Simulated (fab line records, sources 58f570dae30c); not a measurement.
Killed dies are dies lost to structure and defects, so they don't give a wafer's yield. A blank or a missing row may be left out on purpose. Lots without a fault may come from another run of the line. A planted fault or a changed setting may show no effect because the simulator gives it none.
One fault seen from 2 desks | flow berkeley_cmos170 | each desk has only its own numbers; what lay behind them comes last

THE TOOL OWNER'S DESK: implanter-04
The tool's own readings at UCB170_PWELL_IMPLANT_15: means of the sampled wafers that have a number, for each lot that ran on this tool. A lot is out of limits, marked OUT, if its mean lies more than 4 standard deviations from the usual mean; the brackets give that distance.
Columns: A = dose_ions_cm2 at UCB170_PWELL_IMPLANT_15, usual 5.001e+12; B = faraday_current_uA at UCB170_PWELL_IMPLANT_15, usual 15.9
lot  | first seen here | A                           | B
L173 | day 3 04:28     | 5.002e+12                   | 16.2
L174 | day 3 15:10     | 4.998e+12                   | 15.8
L179 | day 4 03:07     | 5.005e+12                   | 16.1
L180 | day 4 09:34     | 5.000e+12                   | 15.9
L183 | day 5 03:10     | 3.487e+12 (-99 or more) OUT | 11.2 (-15) OUT
L184 | day 5 10:39     | 3.494e+12 (-99 or more) OUT | 11.0 (-15) OUT
This desk's finding: out of limits on L183, L184; first on L183, day 5 03:10 (dose_ions_cm2 at UCB170_PWELL_IMPLANT_15). In limits: L173, L174, L179, L180.

THE METROLOGY DESK
What the gauges read, lot by lot, whatever tool the lot ran on: means of the sampled wafers that have a number. A lot is out of limits, marked OUT, if its mean lies more than 4 standard deviations from the usual mean; the brackets give that distance.
Columns: A = PWELL_TW at UCB170_PWELL_TW_MEAS_17, usual 382.6
lot  | first seen here | A
L172 | day 2 19:36     | 386.2
L173 | day 3 04:41     | 379.3
L174 | day 3 15:25     | 380.5
L176 | day 3 16:04     | 386.3
L179 | day 4 03:22     | 382.9
L180 | day 4 09:49     | 377.0
L183 | day 5 03:25     | 344.5 (-13) OUT
L184 | day 5 10:53     | 340.5 (-15) OUT
L185 | day 5 11:09     | 384.2
L190 | day 6 16:34     | 383.6
L192 | day 7 04:09     | 381.9
L193 | day 7 06:22     | 382.9
L195 | day 7 14:47     | 375.8
L194 | day 7 15:01     | 383.5
This desk's finding: out of limits on L183, L184; first on L183, day 5 03:25 (PWELL_TW at UCB170_PWELL_TW_MEAS_17). In limits: L172, L173, L174, L176, L179, L180, L185, L190, L192, L193, L195, L194.

PUT TOGETHER
The tool owner's desk could have raised an alarm at day 5 03:10, on L183, L184.
The metrology desk could have raised an alarm at day 5 03:25, on L183, L184.
Of the lots named, all ran UCB170_PWELL_IMPLANT_15 on implanter-04.

WHAT THE SIMULATOR HAD PUT IN
Process parameter drift: implanter-04, from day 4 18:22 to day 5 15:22, at UCB170_PWELL_IMPLANT_15. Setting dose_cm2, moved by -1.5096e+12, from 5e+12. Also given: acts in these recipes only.
Lots struck among those shown: L183, L184.
Hours from the fault's start to each desk's first reading out of limits: the tool owner's desk, 9; the metrology desk, 9.
